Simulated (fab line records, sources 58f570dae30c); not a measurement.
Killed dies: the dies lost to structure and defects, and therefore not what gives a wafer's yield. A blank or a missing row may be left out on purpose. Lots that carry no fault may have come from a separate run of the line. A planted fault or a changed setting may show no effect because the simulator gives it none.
fab line records	flow berkeley_cmos170
record lots=15	wafers=45	last_day=11
route steps=331 shown PSD@182 SILICIDE@212 CONTACT@222 M1@251
lots that met no fault: from a run of the same line without faults
start_h: hours from the record's opening day to when the first of the lot's shown wafers began	wait_h: hours elapsed since this lot's preceding step	" as in the row above	L1.1+2: a row that stands for several wafers	- no value present, or no start provided	* or withheld: withheld	< > ~ a bound
route shown NAME@n: names a module that has steps shown in the file, with the first one's number in the route	usual: average and standard deviation across the fault-free wafers	same: alike in all rows	chamber/n: place in a boat	sites: readings site by site	_std_site: the values' standard deviation	_edge_site: inner sites' mean taken away from outer sites' mean	radius_mm: how far each site lies from the wafer's centre	mask NAME#n: copy n	behind: the most recent tool/chamber to have shaped the wafer	hold: why the lot went on hold/how many hours it stayed there/how the hold came to an end	device: transistor that didn't switch, given as n, p or np	end of line: the same wafers' tests at the end of the route	a step without rows: its recipe alone	killed: count of dies lost to structure and defects at first sort (not the wafer's yield)	map: a wafer's dies, marking killed ones x, the rest . and places with no die _
set.NAME: setting as actually run; set.NAME@STEP: the setting as run at that earlier step	model.NAME: the simulator's own value behind a step, which no gauge read
route steps across a sampled set of lots; one table per step, one row per wafer
services: from which hour (start_h, from the record's first day; less than 0 if before it) a tool's chamber was out of use, for how many hours, and why
## steps
# step UCB170_PSD_OVL_MEAS_07
# usual PSD_OVL=-1/5.2
lot.wafer	tool	chamber	start_h	wait_h	PSD_OVL[nm]
L536.1	overlay-01	-	114.31	0.1	-2
L536.2	"	-	"	"	-5
L536.3	"	-	"	"	-9
L538.1	overlay-02	-	130.83	0.1	12
L538.3	"	-	"	"	7
L538.6	"	-	"	"	7
L539.4	overlay-01	-	146.05	0.1	1
L539.5	"	-	"	"	0
L539.6	"	-	"	"	-6
L540.2	overlay-01	-	146.73	0.1	4
L540.3	"	-	"	"	-2
L540.4	"	-	"	"	-2
L543.3	overlay-01	-	157.72	0.1	10
L543.4	"	-	"	"	2
L543.6	"	-	"	"	5
L544.2	overlay-02	-	179.49	0.1	-11
L544.3	"	-	"	"	-1
L544.5	"	-	"	"	-6
L547.2	overlay-01	-	183.76	0.1	-1
L547.4	"	-	"	"	1
L547.5	"	-	"	"	2
L548.2	overlay-01	-	188.67	0.1	-7
L548.4	"	-	"	"	-2
L548.5	"	-	"	"	-3
L551.3	overlay-02	-	204.84	0.1	-9
L551.5	"	-	"	"	-2
L551.6	"	-	"	"	-2
L550.1	overlay-02	-	204.95	0.1	8
L550.2	"	-	"	"	9
L550.3	"	-	"	"	6
L553.3	overlay-02	-	215.10	0.1	-6
L553.5	"	-	"	"	-9
L553.6	"	-	"	"	-7
L552.2	overlay-01	-	215.37	0.1	0
L552.3	"	-	"	"	4
L552.5	"	-	"	"	-4
L558.2	overlay-01	-	240.84	0.1	-8
L558.5	"	-	"	"	-1
L558.6	"	-	"	"	-6
L557.1	overlay-02	-	241.04	0.1	-6
L557.2	"	-	"	"	-3
L557.5	"	-	"	"	-6
L559.1	overlay-02	-	246.84	0.1	-1
L559.2	"	-	"	"	-1
L559.4	"	-	"	"	-2
# step UCB170_SILICIDE_RS_MEAS_02
# recipe thk_meas_gauge=four-point-probe	reads=Ti_of_SILICIDE_SPUTTER_01
# usual SILICIDE_TI_RS=26.0/0.35
lot.wafer	tool	chamber	start_h	wait_h	SILICIDE_TI_RS[ohm/sq]
L536.1	film_metro-03	-	121.65	0.0	26.1
L536.2	"	-	"	"	25.9
L536.3	"	-	"	"	26.2
L538.1	film_metro-04	-	135.08	0.0	25.5
L538.3	"	-	"	"	25.8
L538.6	"	-	"	"	26.0
L539.4	film_metro-04	-	149.70	0.1	26.2
L539.5	"	-	"	"	25.9
L539.6	"	-	"	"	26.0
L540.2	film_metro-03	-	150.38	0.0	25.1
L540.3	"	-	"	"	25.5
L540.4	"	-	"	"	25.5
L543.3	film_metro-04	-	161.33	0.1	25.7
L543.4	"	-	"	"	25.9
L543.6	"	-	"	"	25.5
L544.2	film_metro-03	-	183.36	0.0	26.1
L544.3	"	-	"	"	25.9
L544.5	"	-	"	"	25.8
L547.2	film_metro-03	-	188.75	0.0	26.3
L547.4	"	-	"	"	25.5
L547.5	"	-	"	"	25.6
L548.2	film_metro-03	-	192.62	0.0	25.9
L548.4	"	-	"	"	26.2
L548.5	"	-	"	"	26.2
L550.1	film_metro-03	-	209.55	0.0	26.3
L550.2	"	-	"	"	26.2
L550.3	"	-	"	"	26.0
L551.3	film_metro-04	-	209.76	0.2	26.6
L551.5	"	-	"	"	26.7
L551.6	"	-	"	"	26.6
L552.2	film_metro-04	-	221.64	0.0	26.2
L552.3	"	-	"	"	25.9
L552.5	"	-	"	"	26.3
L553.3	film_metro-03	-	221.65	0.1	25.6
L553.5	"	-	"	"	26.2
L553.6	"	-	"	"	26.3
L557.1	film_metro-03	-	248.71	0.0	25.6
L557.2	"	-	"	"	25.6
L557.5	"	-	"	"	25.3
L558.2	film_metro-04	-	248.73	0.0	25.4
L558.5	"	-	"	"	26.1
L558.6	"	-	"	"	25.6
L559.1	film_metro-03	-	251.70	0.0	25.4
L559.2	"	-	"	"	25.5
L559.4	"	-	"	"	25.8
# step UCB170_CONTACT_STRIP_06
# recipe chemistry=O2	power_w=400	pressure_mtorr=3500	platen_temp_c=withheld	o2_flow_sccm=400	overash_fraction=0.5
# usual chamber_pressure_mTorr=3500/3.1	drypump_motor_current_A=5.58/0.26	oes_product_au=0.734/0.0047	strip_time_to_endpoint_s=21.97/0.077
lot.wafer	tool	chamber	start_h	wait_h	chamber_pressure_mTorr	drypump_motor_current_A	oes_product_au	rf_hours_counter_h	strip_time_to_endpoint_s
L536.1	plasma_asher-03	1	125.82	0.1	3503	5.76	0.727	1	21.90
L536.2	"	0	"	"	3498	5.42	0.730	1	21.90
L536.3	"	0	"	"	3499	5.42	0.737	-	21.88
L538.1	plasma_asher-04	1	139.85	0.1	3503	5.23	0.735	48	21.91
L538.3	"	1	"	"	3503	5.22	0.741	-	21.97
L538.6	"	0	"	"	3504	6.01	0.737	-	21.95
L539.4	plasma_asher-02	0	152.42	0.1	3498	5.54	0.737	-	22.04
L539.5	"	1	"	"	3498	5.50	0.735	-	22.06
L539.6	"	0	"	"	3496	5.58	0.732	-	22.06
L540.2	plasma_asher-03	0	154.28	0.1	3500	5.42	0.733	4	21.97
L540.3	"	1	"	"	3494	5.74	0.732	-	21.91
L540.4	"	0	"	"	3501	5.40	0.734	-	21.96
L543.3	plasma_asher-04	1	164.99	0.1	3498	5.23	0.734	-	22.03
L543.4	"	0	"	"	3503	6.04	0.740	-	22.03
L543.6	"	1	"	"	3500	5.22	0.737	-	22.04
L544.2	plasma_asher-02	0	186.08	0.1	3504	5.56	0.735	43	21.93
L544.3	"	1	"	"	3499	5.54	0.738	-	21.89
L544.5	"	0	"	"	3500	5.56	0.735	-	21.90
L547.2	plasma_asher-04	1	193.65	0.1	3494	5.24	0.737	55	21.99
L547.4	"	1	"	"	3496	5.23	0.731	-	21.97
L547.5	"	1	"	"	3501	5.24	0.729	-	21.99
L548.2	plasma_asher-03	1	195.59	0.1	3504	5.72	0.734	9	22.08
L548.4	"	0	"	"	3496	5.41	0.733	-	22.03
L548.5	"	1	"	"	3498	5.72	0.730	-	22.03
L550.1	plasma_asher-03	0	212.33	0.1	-	-	-	-	-
L550.2	"	1	"	"	-	-	-	-	-
L550.3	"	1	"	"	-	-	-	-	-
L551.3	plasma_asher-02	1	214.15	0.1	-	-	-	-	-
L551.5	"	1	"	"	-	-	-	-	-
L551.6	"	0	"	"	-	-	-	-	-
L553.3	plasma_asher-04	0	224.69	0.1	-	-	-	-	-
L553.5	"	1	"	"	-	-	-	-	-
L553.6	"	0	"	"	-	-	-	-	-
L552.2	plasma_asher-02	0	224.72	0.1	3504	5.54	0.743	47	21.90
L552.3	"	0	"	"	3500	5.55	0.738	-	21.90
L552.5	"	1	"	"	3500	5.55	0.738	-	21.95
L558.2	plasma_asher-04	0	251.45	0.1	3499	6.05	0.733	61	22.06
L558.5	"	1	"	"	3504	5.23	0.734	-	22.04
L558.6	"	0	"	"	3503	6.04	0.729	-	21.96
L557.1	plasma_asher-03	1	251.69	0.1	3493	5.71	0.730	14	21.91
L557.2	"	0	"	"	3502	5.41	0.740	14	21.92
L557.5	"	0	"	"	3503	5.43	0.729	-	21.94
L559.1	plasma_asher-02	1	254.61	0.1	3501	5.51	0.734	50	21.85
L559.2	"	0	"	"	3498	5.54	0.728	50	21.80
L559.4	"	1	"	"	3499	5.52	0.736	-	21.84
# step UCB170_CONTACT_STRIP_19
# recipe chemistry=O2	power_w=400	pressure_mtorr=3500	platen_temp_c=withheld	o2_flow_sccm=400	overash_fraction=0.5
# usual chamber_pressure_mTorr=3500/3.3	drypump_motor_current_A=5.58/0.26	oes_product_au=0.726/0.004
lot.wafer	tool	chamber	start_h	wait_h	chamber_pressure_mTorr	drypump_motor_current_A	oes_product_au	rf_hours_counter_h
L536.1	plasma_asher-02	1	128.15	-	3494	5.52	0.732	37
L536.2	"	0	"	"	3501	5.55	0.726	37
L536.3	"	1	"	"	3500	5.53	0.729	-
L538.1	plasma_asher-02	0	141.76	-	3505	5.55	0.733	38
L538.3	"	0	"	"	3498	5.54	0.722	-
L538.6	"	1	"	"	3504	5.51	0.721	-
L539.4	plasma_asher-04	1	154.41	-	3499	5.23	0.725	-
L539.5	"	1	"	"	3500	5.23	0.723	-
L539.6	"	0	"	"	3505	6.02	0.727	-
L540.2	plasma_asher-03	0	155.79	-	3500	5.41	0.725	4
L540.3	"	0	"	"	3503	5.43	0.727	-
L540.4	"	1	"	"	3502	5.70	0.724	-
L543.3	plasma_asher-03	1	166.51	-	3493	5.71	0.728	-
L543.4	"	0	"	"	3495	5.42	0.721	-
L543.6	"	0	"	"	3503	5.42	0.730	-
L544.2	plasma_asher-03	1	189.06	-	3498	5.67	0.726	8
L544.3	"	0	"	"	3500	5.44	0.724	-
L544.5	"	0	"	"	3497	5.43	0.727	-
L547.2	plasma_asher-02	1	195.22	-	3505	5.54	0.719	44
L547.4	"	0	"	"	3501	5.59	0.727	-
L547.5	"	0	"	"	3504	5.61	0.729	-
L548.2	plasma_asher-03	1	198.87	-	3496	5.71	0.726	9
L548.4	"	0	"	"	3499	5.40	0.728	-
L548.5	"	1	"	"	3502	5.69	0.721	-
L550.1	plasma_asher-04	0	214.22	-	3499	6.02	0.733	57
L550.2	"	1	"	"	3498	5.22	0.738	57
L550.3	"	0	"	"	3499	6.03	0.734	-
L551.3	plasma_asher-02	0	218.74	-	3497	5.57	0.735	-
L551.5	"	0	"	"	3499	5.56	0.740	-
L551.6	"	1	"	"	3496	5.53	0.741	-
L553.3	plasma_asher-04	1	226.47	-	3502	5.23	0.738	-
L553.5	"	0	"	"	3502	5.99	0.736	-
L553.6	"	1	"	"	3499	5.23	0.739	-
L552.2	plasma_asher-03	0	226.50	-	3503	5.42	0.725	12
L552.3	"	1	"	"	3502	5.68	0.725	-
L552.5	"	0	"	"	3497	5.45	0.722	-
L558.2	plasma_asher-02	1	253.28	-	3503	5.50	0.724	50
L558.5	"	1	"	"	3501	5.50	0.719	-
L558.6	"	0	"	"	3496	5.59	0.727	-
L557.1	plasma_asher-03	1	253.42	-	3499	5.75	0.724	14
L557.2	"	0	"	"	3497	5.43	0.718	14
L557.5	"	0	"	"	3499	5.41	0.730	-
L559.1	plasma_asher-04	1	256.29	-	3498	5.23	0.729	61
L559.2	"	0	"	"	3504	6.05	0.734	61
L559.4	"	0	"	"	3499	6.05	0.720	-
# step UCB170_M1_STRIP_13
# recipe chemistry=O2	power_w=400	pressure_mtorr=3500	platen_temp_c=withheld	o2_flow_sccm=400	overash_fraction=0.5
# usual chamber_pressure_mTorr=3500/3.3	drypump_motor_current_A=5.57/0.3	oes_product_au=0.719/0.0044
lot.wafer	tool	chamber	start_h	wait_h	chamber_pressure_mTorr	drypump_motor_current_A	oes_product_au	rf_hours_counter_h
L536.1	plasma_asher-01	1	130.57	0.1	3501	5.39	0.723	44
L536.2	"	0	"	"	3507	5.49	0.712	44
L536.3	"	1	"	"	3507	5.38	0.722	-
L538.1	plasma_asher-04	1	143.76	0.1	3501	5.22	0.715	49
L538.3	"	1	"	"	3502	5.22	0.718	-
L538.6	"	0	"	"	3500	6.02	0.721	-
L539.4	plasma_asher-04	0	156.35	0.1	3500	6.04	0.725	-
L539.5	"	1	"	"	3499	5.24	0.728	-
L539.6	"	0	"	"	3502	6.06	0.718	-
L540.2	plasma_asher-03	1	157.74	0.1	3500	5.70	0.719	5
L540.3	"	0	"	"	3501	5.40	0.715	-
L540.4	"	1	"	"	3506	5.72	0.720	-
L543.3	plasma_asher-03	0	169.33	0.1	3499	5.42	0.723	-
L543.4	"	1	"	"	3500	5.72	0.721	-
L543.6	"	1	"	"	3505	5.73	0.718	-
L544.2	plasma_asher-04	1	191.08	0.1	3506	5.22	0.723	54
L544.3	"	0	"	"	3507	6.01	0.717	-
L544.5	"	0	"	"	3506	6.00	0.719	-
L547.2	plasma_asher-04	0	197.22	0.1	3498	6.04	0.713	55
L547.4	"	1	"	"	3499	5.24	0.723	-
L547.5	"	0	"	"	3501	6.04	0.722	-
L548.2	plasma_asher-03	0	200.82	0.1	3493	5.43	0.718	9
L548.4	"	1	"	"	3497	5.71	0.720	-
L548.5	"	0	"	"	3505	5.44	0.722	-
L552.2	plasma_asher-03	1	228.90	0.1	3500	5.71	0.715	12
L552.3	"	1	"	"	3503	5.69	0.718	-
L552.5	"	1	"	"	3501	5.73	0.718	-
L558.2	plasma_asher-04	1	255.09	0.1	3498	5.21	0.723	61
L558.5	"	1	"	"	3498	5.23	0.711	-
L558.6	"	0	"	"	3501	6.05	0.714	-
L557.1	plasma_asher-03	0	255.41	0.1	3498	5.42	0.721	15
L557.2	"	1	"	"	3502	5.70	0.713	15
L557.5	"	0	"	"	3502	5.40	0.724	-
L559.1	plasma_asher-04	1	258.28	0.1	3500	5.24	0.723	62
L559.2	"	0	"	"	3495	6.03	0.713	62
L559.4	"	0	"	"	3506	6.02	0.722	-
## services
tool	chamber	start_h	hours	kind
plasma_asher-03	-	108.75	9.0	pm
plasma_asher-03	0	108.75	9.0	vent_cycle
plasma_asher-03	1	108.75	9.0	vent_cycle
plasma_asher-03	0	117.75	-	clean
plasma_asher-03	1	117.75	-	clean
plasma_asher-03	-	161.00	4.3	pm
plasma_asher-01	-	168.90	10.0	pm
plasma_asher-03	-	192.07	1.9	repair
plasma_asher-02	-	205.49	1.3	repair
## key
first_sign step=UCB170_CONTACT_STRIP_06	reading=tool_record	direction=missing
effect step=UCB170_CONTACT_STRIP_19	reading=oes_product_au	direction=up	sigmas=2.7	usual=0.726	struck=0.737
met_at UCB170_CONTACT_STRIP_06
struck_lots L550,L551,L553
later_rows_left_out L550.1,L550.2,L550.3,L551.3,L551.5,L551.6,L553.3,L553.5,L553.6
sort_left_out L550.1,L550.2,L550.3,L551.3,L551.5,L551.6,L553.3,L553.5,L553.6
tester_left_out L550,L551,L553
not_acting_at UCB170_PSD_OVL_MEAS_07,UCB170_SILICIDE_RS_MEAS_02,UCB170_M1_STRIP_13
onset_between 195.59 212.33
fault kind=skipped_step_whole	tool=plasma_asher-02,plasma_asher-03,plasma_asher-04	chamber=-	onset_h=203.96	steps=UCB170_CONTACT_STRIP_06	scope=struck_lots_only
# tester_left_out: of these lots the tester's yield and bins aren't shown, on N5 and GAA mostly nor the transistor test; their killed dies are dies lost to structure and defects alone, not to doping, threshold or leakage, so they don't give the yield
# sort_left_out: the simulated sort isn't trusted on such a fault, so these wafers' sort isn't shown, and their yield isn't known
# later_rows_left_out: the simulator's readings of these wafers behind a module that went badly wrong aren't trusted and aren't shown, but for the sort
